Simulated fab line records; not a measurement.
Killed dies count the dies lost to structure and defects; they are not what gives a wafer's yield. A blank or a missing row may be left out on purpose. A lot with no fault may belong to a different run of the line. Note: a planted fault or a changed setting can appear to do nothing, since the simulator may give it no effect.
fab line records    flow berkeley-cmos170
record: lots: 6  wafers: 18  last-day: 14
route steps=331 shown GATE@143 PLDD@145 NLDD@158
lots that met no fault: taken from a fault-free run of the same line
start-h: hours from the record's first day to the start of the lot's first wafer shown    wait-h: hours since the lot's step before    " the same as in the row above    L1.1+2: a row that stands for several wafers    - no value, or no start given    * or withheld: withheld    < > ~ a bound
route shown NAME@n: names a module that has steps shown in the file, with the first one's number in the route    usual: mean/standard deviation taken from wafers without a fault    same: alike in all rows    chamber/n: place in a boat    sites: the reading at each site    _std_site: the values' standard deviation    _edge_site: mean of outer sites minus mean of inner sites    radius-mm: for every site, how far away it sits from the centre of the wafer    mask NAME#n: copy n    behind: the last tool/chamber to shape the wafer    hold: why the lot was held/for how many hours/how that ended    device: whichever transistor did not switch (one of n, p or np)    end of line: at the end of the route, the tests of the same wafers    where a step has no rows: the recipe by itself    killed: count of dies lost to structure and defects at first sort (not the wafer's yield)    map: dies across one wafer; x = killed, . = not, _ = none there
set.NAME: setting as actually run; set.NAME@STEP: the setting as run at that earlier step    model.NAME: the simulator's own value behind a step, which no gauge read
a table for each step, a row for each wafer; lots at some steps of the route
services: the hour from which a tool's chamber was out of use, counted from the record's first day as start-h (under 0 if before that day), plus the number of hours and why
== steps ==
step: UCB170_GATE_CD_MEAS_90
recipe: target-cd-nm: 350
usual: cd-nm: 349.6/1.4
lot.wafer  tool       chamber  start-h  wait-h  cd-nm
L306.1     cd-sem-01  -        147.20   0.1     350.3
L306.2     "          -        "        "       348.7
L306.3     "          -        "        "       350.4
L312.1     cd-sem-02  -        186.51   0.4     349.1
L312.3     "          -        "        "       349.9
L312.4     "          -        "        "       349.4
L311.1     cd-sem-02  -        186.63   0.2     350.3
L311.3     "          -        "        "       350.3
L311.4     "          -        "        "       349.7
L319.1     cd-sem-01  -        233.35   0.1     350.9
L319.2     "          -        "        "       350.1
L319.3     "          -        "        "       351.3
L327.2     cd-sem-01  -        279.02   0.1     349.7
L327.3     "          -        "        "       349.4
L327.5     "          -        "        "       348.6
L328.1     cd-sem-02  -        279.24   0.1     350.8
L328.2     "          -        "        "       349.8
L328.4     "          -        "        "       349.8
step: UCB170_GATE_CLEAN_17
recipe: chemistry: SPM  temp-c: 120  time-s: 600
step: UCB170_PLDD_HMDS_00
recipe: prime-time-s: 60  prime-temp-c: 100
step: UCB170_PLDD_COAT_01
recipe: resist: KrF  spin-rpm: 1500  resist-thk-nm: 900
step: UCB170_PLDD_SOFTBAKE_02
recipe: resist: KrF  temp-c: 130  time-s: 60
step: UCB170_PLDD_EXPOSE_03
recipe: mask-id: PSELECT  na: 0.5  sigma-outer: 0.6  source-shape: conventional  target-cd-nm: 1200  dose-mj: 30
step: UCB170_PLDD_PEB_04
recipe: peb-temp-c: 130  peb-time-s: withheld  resist: KrF
step: UCB170_PLDD_DEVELOP_05
recipe: developer: TMAH  develop-time-s: 45  resist: KrF  dev-temp-c: 21
step: UCB170_PLDD_CD_MEAS_06
recipe: target-cd-nm: 1200
usual: cd-nm: 1200.4/1.2
lot.wafer  tool       chamber  start-h  wait-h  cd-nm
L306.1     cd-sem-01  -        148.47   -       1199.9
L306.2     "          -        "        "       1198.4
L306.3     "          -        "        "       1196.7
L311.1     cd-sem-02  -        188.01   -       1198.5
L311.3     "          -        "        "       1198.5
L311.4     "          -        "        "       1199.4
L312.1     cd-sem-01  -        188.04   -       1200.4
L312.3     "          -        "        "       1200.6
L312.4     "          -        "        "       1201.6
L319.1     cd-sem-02  -        235.00   -       1202.0
L319.2     "          -        "        "       1201.7
L319.3     "          -        "        "       1200.6
L327.2     cd-sem-01  -        280.81   -       1200.8
L327.3     "          -        "        "       1201.0
L327.5     "          -        "        "       1201.0
L328.1     cd-sem-02  -        281.07   -       1200.7
L328.2     "          -        "        "       1201.5
L328.4     "          -        "        "       1201.9
step: UCB170_PLDD_OVL_MEAS_07
usual: PLDD_OVL: 1/5.5
lot.wafer  tool        chamber  start-h  wait-h  PLDD_OVL[nm]
L306.1     overlay-02  -        148.59   0.1     -6
L306.2     "           -        "        "       -5
L306.3     "           -        "        "       -11
L311.1     overlay-01  -        188.13   0.1     -1
L311.3     "           -        "        "       -1
L311.4     "           -        "        "       1
L312.1     overlay-02  -        188.16   0.1     0
L312.3     "           -        "        "       -8
L312.4     "           -        "        "       -2
L319.1     overlay-01  -        235.12   0.1     -4
L319.2     "           -        "        "       7
L319.3     "           -        "        "       2
L327.2     overlay-02  -        280.92   0.1     2
L327.3     "           -        "        "       0
L327.5     "           -        "        "       2
L328.1     overlay-02  -        281.19   0.1     -5
L328.2     "           -        "        "       -13
L328.4     "           -        "        "       -15
step: UCB170_PLDD_IMPLANT_08
recipe: species: BF2  dose-cm2: 5e+13  energy-kev: 10  tilt-deg: 7  rotation-deg: 0
step: UCB170_PLDD_IMPLANT_09
recipe: species: BF2  dose-cm2: 5e+13  energy-kev: 10  tilt-deg: 7  rotation-deg: 180
step: UCB170_PLDD_STRIP_10
recipe: chemistry: O2  power-w: 400  pressure-mtorr: 3500  platen-temp-c: withheld  o2-flow-sccm: 400  overash-fraction: 0.5
usual: chamber-pressure-mTorr: 3500/3.2  drypump-motor-current-A: 5.8/0.5  oes-product-au: 0.735/0.0045  strip-time-to-endpoint-s: 21.59/0.055
lot.wafer  tool             chamber  start-h  wait-h  chamber-pressure-mTorr  drypump-motor-current-A  oes-product-au  rf-hours-counter-h  strip-time-to-endpoint-s  model.KrF_of_PLDD_COAT_01.thk-nm
L306.1     plasma-asher-02  0        148.92   0.1     3505                    5.2                      0.734           42                  21.62                     0
L306.2     "                1        "        "       3495                    6.1                      0.730           42                  21.66                     0
L306.3     "                0        "        "       3507                    5.2                      0.733           -                   21.63                     0
L311.1     plasma-asher-02  1        188.47   0.1     -                       -                        -               -                   -                         886.5
L311.3     "                1        "        "       -                       -                        -               -                   -                         886.3
L311.4     "                0        "        "       -                       -                        -               -                   -                         886.5
L312.1     plasma-asher-03  1        188.56   0.2     -                       -                        -               -                   -                         882.4
L312.3     "                0        "        "       -                       -                        -               -                   -                         882.6
L312.4     "                1        "        "       -                       -                        -               -                   -                         881
L319.1     plasma-asher-04  1        235.46   0.1     3501                    5.0                      0.734           49                  21.66                     0
L319.2     "                0        "        "       3499                    6.1                      0.733           49                  21.68                     0
L319.3     "                1        "        "       3504                    5.0                      0.725           -                   21.70                     0
L327.2     plasma-asher-03  1        281.25   0.1     3493                    5.6                      0.735           18                  21.66                     0
L327.3     "                0        "        "       3496                    6.5                      0.739           -                   21.61                     0
L327.5     "                1        "        "       3497                    5.7                      0.730           -                   21.62                     0
L328.1     plasma-asher-02  0        281.53   0.1     3504                    5.2                      0.735           56                  21.62                     0
L328.2     "                1        "        "       3499                    6.0                      0.734           56                  21.65                     0
L328.4     "                1        "        "       3501                    6.1                      0.733           -                   21.61                     0
step: UCB170_PLDD_TW_MEAS_11
usual: PLDD_TW: 1007/9.5
lot.wafer  tool           chamber  start-h  wait-h  PLDD_TW
L306.1     film-metro-04  -        149.02   0.1     1005
L306.2     "              -        "        "       1002
L306.3     "              -        "        "       1005
L311.1     film-metro-04  -        188.57   0.1     1001
L311.3     "              -        "        "       1000
L311.4     "              -        "        "       996
L312.1     film-metro-02  -        188.66   0.1     996
L312.3     "              -        "        "       999
L312.4     "              -        "        "       1002
L319.1     film-metro-04  -        235.56   0.1     1010
L319.2     "              -        "        "       1010
L319.3     "              -        "        "       1009
L327.2     film-metro-02  -        281.36   0.1     1000
L327.3     "              -        "        "       1001
L327.5     "              -        "        "       995
L328.1     film-metro-01  -        281.63   0.1     1014
L328.2     "              -        "        "       1014
L328.4     "              -        "        "       1010
step: UCB170_PLDD_CLEAN_12
recipe: chemistry: SPM  temp-c: 120  time-s: 600
step: UCB170_NLDD_HMDS_00
recipe: prime-time-s: 60  prime-temp-c: 100
step: UCB170_NLDD_COAT_01
recipe: resist: KrF  spin-rpm: 1500  resist-thk-nm: 900
step: UCB170_NLDD_SOFTBAKE_02
recipe: resist: KrF  temp-c: 130  time-s: 60
step: UCB170_NLDD_EXPOSE_03
recipe: mask-id: NSELECT  na: 0.5  sigma-outer: 0.6  source-shape: conventional  target-cd-nm: 1200  dose-mj: 30
step: UCB170_NLDD_PEB_04
recipe: peb-temp-c: 130  peb-time-s: withheld  resist: KrF
step: UCB170_NLDD_DEVELOP_05
recipe: developer: TMAH  develop-time-s: 45  resist: KrF  dev-temp-c: 21
step: UCB170_NLDD_CD_MEAS_06
recipe: target-cd-nm: 1200
usual: cd-nm: 1199.9/1.4
lot.wafer  tool       chamber  start-h  wait-h  cd-nm
L306.1     cd-sem-02  -        150.86   -       1200.6
L306.2     "          -        "        "       1200.2
L306.3     "          -        "        "       1200.7
L312.1     cd-sem-01  -        190.24   -       1199.3
L312.3     "          -        "        "       1199.6
L312.4     "          -        "        "       1200.2
L311.1     cd-sem-01  -        190.45   -       1197.1
L311.3     "          -        "        "       1196.7
L311.4     "          -        "        "       1195.8
L319.1     cd-sem-02  -        236.76   -       1198.1
L319.2     "          -        "        "       1198.8
L319.3     "          -        "        "       1199.3
L327.2     cd-sem-02  -        282.75   -       1199.7
L327.3     "          -        "        "       1199.3
L327.5     "          -        "        "       1199.9
L328.1     cd-sem-01  -        283.12   -       1200.4
L328.2     "          -        "        "       1201.1
L328.4     "          -        "        "       1201.2
step: UCB170_NLDD_OVL_MEAS_07
usual: NLDD_OVL: -3/4.6
lot.wafer  tool        chamber  start-h  wait-h  NLDD_OVL[nm]
L306.1     overlay-02  -        150.98   0.1     -5
L306.2     "           -        "        "       -4
L306.3     "           -        "        "       -14
L312.1     overlay-01  -        190.36   0.1     -4
L312.3     "           -        "        "       -7
L312.4     "           -        "        "       -8
L311.1     overlay-02  -        190.57   0.1     2
L311.3     "           -        "        "       0
L311.4     "           -        "        "       -2
L319.1     overlay-02  -        236.88   0.1     -7
L319.2     "           -        "        "       -3
L319.3     "           -        "        "       -3
L327.2     overlay-01  -        299.59   16.8    -3
L327.3     "           -        "        "       -8
L327.5     "           -        "        "       -2
L328.1     overlay-01  -        299.62   16.5    0
L328.2     "           -        "        "       -5
L328.4     "           -        "        "       -9
step: UCB170_NLDD_IMPLANT_08
recipe: species: As  dose-cm2: 5e+13  energy-kev: 30  tilt-deg: 7  rotation-deg: 0
step: UCB170_NLDD_IMPLANT_09
recipe: species: As  dose-cm2: 5e+13  energy-kev: 30  tilt-deg: 7  rotation-deg: 180
step: UCB170_NLDD_STRIP_10
recipe: chemistry: O2  power-w: 400  pressure-mtorr: 3500  platen-temp-c: withheld  o2-flow-sccm: 400  overash-fraction: 0.5
usual: chamber-pressure-mTorr: 3500/3.4  drypump-motor-current-A: 5.8/0.5  oes-product-au: 0.735/0.0043  strip-time-to-endpoint-s: 21.61/0.055
lot.wafer  tool             chamber  start-h  wait-h  chamber-pressure-mTorr  drypump-motor-current-A  oes-product-au  rf-hours-counter-h  strip-time-to-endpoint-s
L306.1     plasma-asher-01  1        151.31   0.1     3499                    5.5                      0.737           37                  21.67
L306.2     "                0        "        "       3503                    6.3                      0.730           37                  21.58
L306.3     "                0        "        "       3501                    6.3                      0.736           -                   21.71
L312.1     plasma-asher-01  1        190.70   0.1     3496                    5.5                      0.738           42                  47.68
L312.3     "                1        "        "       3501                    5.5                      0.739           -                   47.73
L312.4     "                0        "        "       3498                    6.2                      0.741           -                   47.64
L311.1     plasma-asher-03  1        190.91   0.1     3508                    5.6                      0.745           9                   47.71
L311.3     "                0        "        "       3502                    6.4                      0.735           -                   47.73
L311.4     "                1        "        "       3500                    5.6                      0.742           -                   47.79
L319.1     plasma-asher-04  1        237.21   0.1     3496                    5.0                      0.740           50                  21.58
L319.2     "                0        "        "       3505                    6.0                      0.739           50                  21.64
L319.3     "                0        "        "       3497                    6.0                      0.739           -                   21.60
L327.2     plasma-asher-04  1        299.92   0.1     3502                    5.0                      0.739           55                  21.65
L327.3     "                0        "        "       3502                    6.0                      0.728           -                   21.65
L327.5     "                1        "        "       3499                    5.0                      0.739           -                   21.65
L328.1     plasma-asher-01  1        299.96   0.1     3501                    5.5                      0.734           51                  21.59
L328.2     "                0        "        "       3497                    6.3                      0.742           51                  21.54
L328.4     "                0        "        "       3501                    6.3                      0.734           -                   21.60
step: UCB170_NLDD_TW_MEAS_11
usual: NLDD_TW: 2211/22
lot.wafer  tool           chamber  start-h  wait-h  NLDD_TW
L306.1     film-metro-02  -        151.41   0.1     2186
L306.2     "              -        "        "       2186
L306.3     "              -        "        "       2175
L312.1     film-metro-04  -        190.80   0.1     30
L312.3     "              -        "        "       30
L312.4     "              -        "        "       30
L311.1     film-metro-01  -        191.01   0.1     30
L311.3     "              -        "        "       30
L311.4     "              -        "        "       30
L319.1     film-metro-01  -        237.31   0.1     2250
L319.2     "              -        "        "       2246
L319.3     "              -        "        "       2229
L327.2     film-metro-02  -        300.03   0.1     2172
L327.3     "              -        "        "       2175
L327.5     "              -        "        "       2176
L328.1     film-metro-01  -        300.06   0.1     2242
L328.2     "              -        "        "       2236
L328.4     "              -        "        "       2240
step: UCB170_NLDD_CLEAN_12
recipe: chemistry: SPM  temp-c: 120  time-s: 600
== services ==
tool             chamber  start-h  hours  kind
plasma-asher-03  -        192.11   1.7    repair
plasma-asher-01  -        227.22   11.5   repair
== key ==
first-sign: step: UCB170_PLDD_STRIP_10  reading: tool-record  direction: missing
effect: step: UCB170_NLDD_STRIP_10  reading: strip-time-to-endpoint-s  direction: up  sigmas: 99+  usual: *  struck: *
effect: step: UCB170_NLDD_TW_MEAS_11  reading: NLDD_TW  direction: down  sigmas: 98  usual: 2211  struck: 30
model-effect: step: UCB170_PLDD_STRIP_10  value: KrF_of_PLDD_COAT_01.thk-nm  without: 0  struck: 884.2
met-at UCB170_PLDD_STRIP_10
struck-wafers L311.1,L311.3,L311.4,L312.1,L312.3,L312.4
sort-left-out L311.1,L311.3,L311.4,L312.1,L312.3,L312.4
tester-left-out L311,L312
onset-between 148.92 188.47
fault: kind: skipped-step-whole  tool: plasma-asher-02,plasma-asher-03  chamber: -  onset-h: 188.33  steps: UCB170_PLDD_STRIP_10  scope: struck-lots-only
tester-left-out: of these lots the tester's yield and bins aren't shown, on N5 and GAA mostly nor the transistor test; their killed dies are dies lost to structure and defects alone, not to doping, threshold or leakage, so they don't give the yield
sort-left-out: the simulated sort isn't trusted on such a fault, so these wafers' sort isn't shown, and their yield isn't known
